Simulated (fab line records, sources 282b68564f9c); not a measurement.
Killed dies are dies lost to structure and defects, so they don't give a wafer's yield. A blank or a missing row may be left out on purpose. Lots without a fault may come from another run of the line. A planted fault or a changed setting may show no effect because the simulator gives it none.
Split-lot experiment | flow rit_cmos | 5 lots, 23 wafers read, on a route of 202 steps

THE SPLIT
At RIT_M1_SOFTBAKE_05 (time 60 s), the setting temp_c was moved away from the recipe's 90 C on 6 of the 23 wafers read, by -3.7% to -1.3%. The other wafers ran this setting at the recipe's value.

FROM THE SPLIT TO THE READING: what the file shows between them, 2 steps
- RIT_M1_EXPOSE_06: exposes mask M12, target cd 2600 nm
- RIT_M1_PEB_07

THE READING
NOVOLAK_of_M1_COAT_04.thk_nm (the simulator's own value, which no gauge read), in nm, at RIT_M1_DEVELOP_08 (develop time 68 s). The file gives no usual value for it. The 17 wafers here that ran the recipe average 1302 nm, standard deviation 3.8 nm.

wafer  | tool, chamber at the split | temp_c as run, C | against the recipe | NOVOLAK_of_M1_COAT_04.thk_nm, nm | against lot-mates on the recipe
L074.1 | litho_track-03, 0          | 88.79            | -1.3%              | 1304                             | +1
L074.2 | litho_track-03, 0          | 90               | recipe             | 1304                             | -
L074.4 | litho_track-03, 0          | 88.79            | -1.3%              | 1306                             | +3
L074.5 | litho_track-03, 0          | 90               | recipe             | 1303                             | -
L074.6 | litho_track-03, 0          | 90               | recipe             | 1302                             | -
L078.1 | litho_track-04, 0          | 90               | recipe             | 1298                             | -
L078.2 | litho_track-04, 0          | 90               | recipe             | 1298                             | -
L078.6 | litho_track-04, 0          | 90               | recipe             | 1298                             | -
L078.3 | litho_track-04, 0          | 90               | recipe             | 1303                             | -
L078.5 | litho_track-04, 0          | 90               | recipe             | 1296                             | -
L080.1 | litho_track-04, 0          | 86.64            | -3.7%              | 1319                             | +16
L080.2 | litho_track-04, 0          | 90               | recipe             | 1305                             | -
L080.3 | litho_track-04, 0          | 90               | recipe             | 1302                             | -
L080.5 | litho_track-04, 0          | 90               | recipe             | 1302                             | -
L080.6 | litho_track-04, 0          | 86.64            | -3.7%              | 1314                             | +11
L081.3 | litho_track-04, 0          | 90               | recipe             | 1306                             | -
L081.4 | litho_track-04, 0          | 90               | recipe             | 1300                             | -
L081.6 | litho_track-04, 0          | 90               | recipe             | 1298                             | -
L083.1 | litho_track-04, 0          | 87.55            | -2.7%              | 1315                             | +7
L083.2 | litho_track-04, 0          | 90               | recipe             | 1305                             | -
L083.3 | litho_track-04, 0          | 90               | recipe             | 1308                             | -
L083.5 | litho_track-04, 0          | 87.55            | -2.7%              | 1317                             | +9
L083.6 | litho_track-04, 0          | 90               | recipe             | 1310                             | -

THE FIT
A straight line over all 23 wafers: NOVOLAK_of_M1_COAT_04.thk_nm changes by -4.12 nm for each +1% of temp_c; r = -0.82; the points scatter about the line by 3.7 nm.
The same after taking each lot's own level away (the mean of its wafers on the recipe; 23 wafers): -3.34 nm for each +1%; r = -0.88; scatter 2.3 nm.
On that fit, the largest move of temp_c shifts the reading by 12 nm.
The lots' own levels span 1298.6 to 1307.7 nm, that is 2.4 times the standard deviation above.
So the lot-to-lot level changes the slope: the two fits differ.
Check: with one of the wafers moved furthest among these (-3.7%) left out of the fit, the line predicts +10.6 nm for it against its lot-mates. It came out at +16 nm against them.

OTHER SPLITS ON THESE WAFERS
These wafers also went through other splits before the reading. Each is held against what the fit with the lots' levels taken away leaves over:
other split on the same wafers        | wafers away from the commonest value | r with NOVOLAK_of_M1_COAT_04.thk_nm (lot level and that fit taken away)
RIT_CONTACT_CVD_00 time_s             | 10                                   | +0.16
RIT_CONTACT_EXPOSE_05 dose_mj         | 7                                    | +0.31
RIT_M1_SPUTTER_00 chamber_pressure_pa | 10                                   | +0.10

THE FILE'S OWN FIT
NOVOLAK_of_M1_COAT_04.thk_nm changes by -3.38 nm for each +1% of temp_c, r = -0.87.
